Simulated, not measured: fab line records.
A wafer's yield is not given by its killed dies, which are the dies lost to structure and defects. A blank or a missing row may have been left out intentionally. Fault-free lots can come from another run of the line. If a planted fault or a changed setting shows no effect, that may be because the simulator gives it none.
Check of tool commonality    flow berkeley-cmos170    14 lots, 42 wafers sampled

WHAT PROMPTED THE OPENING
At UCB170_V2_THK_MEAS_01 the reading V2_TEOS_THK is flagged on 2 of 14 lots. No-fault wafers: 2000 nm, standard deviation 34.
Rule: flag the lot when none of its wafers has a number, or when each of its wafers that has one lies beyond 4 standard deviations from that mean. The rest of the lots are taken to be sound.

lot   measured      on             V2_TEOS_THK (nm), wafer by wafer  flag
L126  day 7 17:38   film-metro-02  1988 2053 2052                    
L128  day 7 17:44   film-metro-01  1995 2046 2032                    
L129  day 8 01:06   film-metro-03  2016 1986 1995                    
L130  day 8 11:39   film-metro-01  1975 2001 2032                    
L132  day 8 20:03   film-metro-03  1923 1959 1964                    
L133  day 8 20:18   film-metro-01  1975 1999 2031                    
L139  day 10 07:01  film-metro-03  2859 2887 2811                    FLAGGED
L140  day 10 16:14  film-metro-01  2781 2882 2881                    FLAGGED
L142  day 10 16:38  film-metro-01  1971 1978 2016                    
L144  day 11 15:15  film-metro-01  1943 1980 1936                    
L147  day 11 15:32  film-metro-01  1962 2023 2009                    
L148  day 11 15:56  film-metro-02  1977 1962 2015                    
L145  day 11 15:59  film-metro-03  1940 2000 1952                    
L149  day 12 03:44  film-metro-02  1991 2002 2055                    
Average over the flagged lots: 2850 nm; offset from the usual +850 nm, equal to +25 standard deviations.

EACH LOT AND THE TOOL IT RAN ON
The record keeps 1 process step preceding the reading, out of 331 steps on the route. Every cell lists first the tool, next ch and the chambers used by the sampled wafers, and last the start.
lot   flag     UCB170_V2_CVD_00
L126           pecvd-03 ch 0,1,2, day 7 17:28
L128           pecvd-04 ch 0,1, day 7 17:34
L129           pecvd-03 ch 0,1,2, day 8 00:57
L130           pecvd-04 ch 1,2, day 8 11:30
L132           pecvd-02 ch 0,2, day 8 19:53
L133           pecvd-04 ch 0,1,2, day 8 20:08
L139  FLAGGED  pecvd-03 ch 0,1,2, day 10 06:54
L140  FLAGGED  pecvd-03 ch 0,1,2, day 10 16:04
L142           pecvd-02 ch 0,1, day 10 16:26
L144           pecvd-02 ch 0,2, day 11 15:04
L147           pecvd-04 ch 1,2, day 11 15:21
L148           pecvd-04 ch 0,1,2, day 11 15:47
L145           pecvd-02 ch 0,2, day 11 15:45
L149           pecvd-04 ch 0,2, day 12 03:34
These steps, and what they do:
- UCB170_V2_CVD_00: deposits SiO2 from TEOS/O2, target thk 2000 nm, time 250 s.
- UCB170_V2_THK_MEAS_01

FLAGGED AGAINST TOTAL, ONE TOOL AT A TIME (gauges that did the reading follow at the end)
step                   tool           lots run  flagged  share of the flagged lots  sound lots run after its first flagged lot
UCB170_V2_CVD_00       pecvd-02       4         0        none                       -
UCB170_V2_CVD_00       pecvd-03       4         2        all                        0
UCB170_V2_CVD_00       pecvd-04       6         0        none                       -
UCB170_V2_THK_MEAS_01  film-metro-01  7         1        some                       3 (L142,L144,L147)
UCB170_V2_THK_MEAS_01  film-metro-02  3         0        none                       -
UCB170_V2_THK_MEAS_01  film-metro-03  4         1        some                       1 (L145)

WHAT THE TABLE ALLOWS
In the table, 1 row covers all flagged lots: pecvd-03 at UCB170_V2_CVD_00.
- pecvd-03 at UCB170_V2_CVD_00 ran 4 lots, 2 of them flagged. Last sound lot L129 at day 8 00:57, first flagged lot L139 at day 10 06:54; a fault beginning in between fits. Its own readings (run-length-s) fall more than 4 standard deviations out on all wafers of the flagged lots.
pecvd-03 at UCB170_V2_CVD_00 is the single tool remaining.

WHAT THE SIMULATOR PUT IN
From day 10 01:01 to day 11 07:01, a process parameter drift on pecvd-03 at UCB170_V2_CVD_00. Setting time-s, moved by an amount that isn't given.
Lots struck among those shown: L139, L140. The rule above found the same.
